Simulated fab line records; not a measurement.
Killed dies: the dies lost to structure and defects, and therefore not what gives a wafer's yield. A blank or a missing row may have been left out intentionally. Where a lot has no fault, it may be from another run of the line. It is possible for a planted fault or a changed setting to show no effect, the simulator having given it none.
Struck lot and sound lot, side by side + flow rit_cmos + 43 steps out of a route of 202
Sound: the wafers L679.2, L679.5, L679.6. The struck wafers were L688.1, L688.3, L688.4. The cause comes at the end.
Order at every step that has rows: each side's tool, ch and its chambers, its first start. Under that, the readings that differ: sound wafers + struck wafers + difference of the means + sigmas: that difference in standard deviations of wafers without a fault.
alike: a reading whose means differ by less than 2 such deviations, as well as words and numbers matching on both sides. not compared: withheld readings; readings where some wafer has no value; bounds like >300 that might hide an equal value; numbers whose values overlap and for which the record gives no deviation.
The two part at a step that has a row with sigmas, a row that says differs or no value, or rows on one side only. Non-overlapping numbers with no deviation appear without sigmas and do not part them. A reading that every wafer of one side lacks parts them only if that side has two wafers or more.

first, 4 steps without rows for these wafers: RIT_PLDD_SOFTBAKE_02 (time 60 s); RIT_PLDD_EXPOSE_03 (exposes mask M8, target cd 40900 nm); RIT_PLDD_PEB_04; RIT_PLDD_DEVELOP_05 (develop time 50 s).
RIT_PLDD_OVL_MEAS_06:
  struck on overlay-02, day 5 16:53; sound on overlay-01, day 3 19:16
  alike: PLDD_OVL
then, 2 steps without rows for these wafers: RIT_PLDD_HARDBAKE_07 (time 60 s); RIT_PLDD_IMPLANT_08.
RIT_PLDD_STRIP_09: strips in O2, time 180 s.
  sound on plasma_asher-01 ch 0,1, day 3 19:36; struck on plasma_asher-03 ch 0,1, day 5 17:13
  alike: drypump_motor_current_A
  not compared: rf_hours_counter_h
RIT_PLDD_TW_MEAS_10:
  struck on film_metro-04, day 5 17:23; sound on film_metro-02, day 3 19:47
| reading | sound          | struck         | difference | sigmas |
|---------|----------------|----------------|------------|--------|
| PLDD_TW | 2371 2372 2362 | 2325 2337 2326 | -39        | -3     |
then, 3 steps without rows for these wafers: RIT_SPACER_CLEAN_00 (cleans in SC1, time 600 s); RIT_SPACER_CLEAN_01 (cleans in dHF, time 30 s); RIT_SPACER_CLEAN_02 (cleans in SC2, time 600 s).
RIT_SPACER_CVD_03: deposits Si3N4 from SiH2Cl2/NH3, target thk 250 nm, time 3300 s.
  sound on lpcvd-01 ch 1, day 3 20:12; struck on lpcvd-01 ch 1, day 5 17:50
  alike: nh3_flow_sccm
RIT_SPACER_THK_MEAS_04:
  struck on film_metro-02, day 5 19:47; sound on film_metro-02, day 3 22:08
  alike: SPACER_NITRIDE_THK
RIT_SPACER_ETCHBACK_05: etches Si3N4 in SF6/CHF3, stops on SiO2, target depth 250 nm, time 240 s.
  sound on rie_diel-01 ch 2,3, day 3 22:11; struck on rie_diel-04 ch 0,2,3, day 5 19:50
  alike: drypump_motor_current_A, oes_product_au, throttle_valve_pct
  not compared: rf_hours_counter_h
then, 6 steps without rows for these wafers: RIT_NSD_HMDS_00 (prime time 60 s); RIT_NSD_COAT_01 (resist thk 1000 nm); RIT_NSD_SOFTBAKE_02 (time 60 s); RIT_NSD_EXPOSE_03 (exposes mask M9, target cd 40700 nm); RIT_NSD_PEB_04; RIT_NSD_DEVELOP_05 (develop time 50 s).
RIT_NSD_OVL_MEAS_06:
  struck on overlay-01, day 5 21:14; sound on overlay-02, day 3 23:20
  alike: NSD_OVL
then, 2 steps without rows for these wafers: RIT_NSD_HARDBAKE_07 (time 60 s); RIT_NSD_IMPLANT_08.
RIT_NSD_STRIP_09: strips in O2, time 180 s.
  sound on plasma_asher-01 ch 0,1, day 3 23:40; struck on plasma_asher-01 ch 0,1, day 5 21:38
  alike: drypump_motor_current_A
  not compared: rf_hours_counter_h
RIT_NSD_TW_MEAS_10:
  struck on film_metro-04, day 5 21:49; sound on film_metro-01, day 3 23:52
  alike: NSD_TW
then, 6 steps without rows for these wafers: RIT_PSD_HMDS_00 (prime time 60 s); RIT_PSD_COAT_01 (resist thk 1000 nm); RIT_PSD_SOFTBAKE_02 (time 60 s); RIT_PSD_EXPOSE_03 (exposes mask M10, target cd 40900 nm); RIT_PSD_PEB_04; RIT_PSD_DEVELOP_05 (develop time 50 s).
RIT_PSD_OVL_MEAS_06:
  struck on overlay-02, day 5 22:43; sound on overlay-02, day 4 00:46
  alike: PSD_OVL
then, 2 steps without rows for these wafers: RIT_PSD_HARDBAKE_07 (time 60 s); RIT_PSD_IMPLANT_08.
RIT_PSD_STRIP_09: strips in O2, time 180 s.
  sound on plasma_asher-04 ch 0,1, day 4 01:05; struck on plasma_asher-04 ch 0,1, day 5 23:04
  alike: drypump_motor_current_A
  not compared: rf_hours_counter_h
RIT_PSD_TW_MEAS_10:
  struck on film_metro-02, day 5 23:14; sound on film_metro-02, day 4 01:17
  alike: PSD_TW
then, 3 steps without rows for these wafers: RIT_SDANNEAL_CLEAN_00 (cleans in SC1, time 600 s); RIT_SDANNEAL_CLEAN_01 (cleans in dHF, time 30 s); RIT_SDANNEAL_CLEAN_02 (cleans in SC2, time 600 s).
RIT_SDANNEAL_RTA_03: time 5 s.
  sound on rtp_anneal-02 ch 0, day 4 01:42; struck on rtp_anneal-01 ch 0, day 5 23:41
  alike: wafer_temp_C_max
RIT_SDANNEAL_RS_MEAS_04: the measuring method here is four-point-probe.
  struck on film_metro-01, day 5 23:45; sound on film_metro-02, day 4 01:46
  alike: PSD_RS
RIT_M1_PROBE_99:
  struck on prober-01, day 6 08:48; sound on prober-01, day 4 09:11
| reading             | sound | struck   | difference | sigmas |
|---------------------|-------|----------|------------|--------|
| killed_at_front_end | 7 6 7 | 18 23 22 | +14        | +5     |
| killed_dies         | 7 6 7 | 18 23 22 | +14        | +5     |
| killed_on_rim       | 2 1 3 | 9 9 10   | +7         | +6     |
  alike: killed_open, killed_short

== WHERE THEY PART ==
First at RIT_PLDD_TW_MEAS_10; last, within this record, at RIT_M1_PROBE_99.

WHY: what had been put in by the simulator
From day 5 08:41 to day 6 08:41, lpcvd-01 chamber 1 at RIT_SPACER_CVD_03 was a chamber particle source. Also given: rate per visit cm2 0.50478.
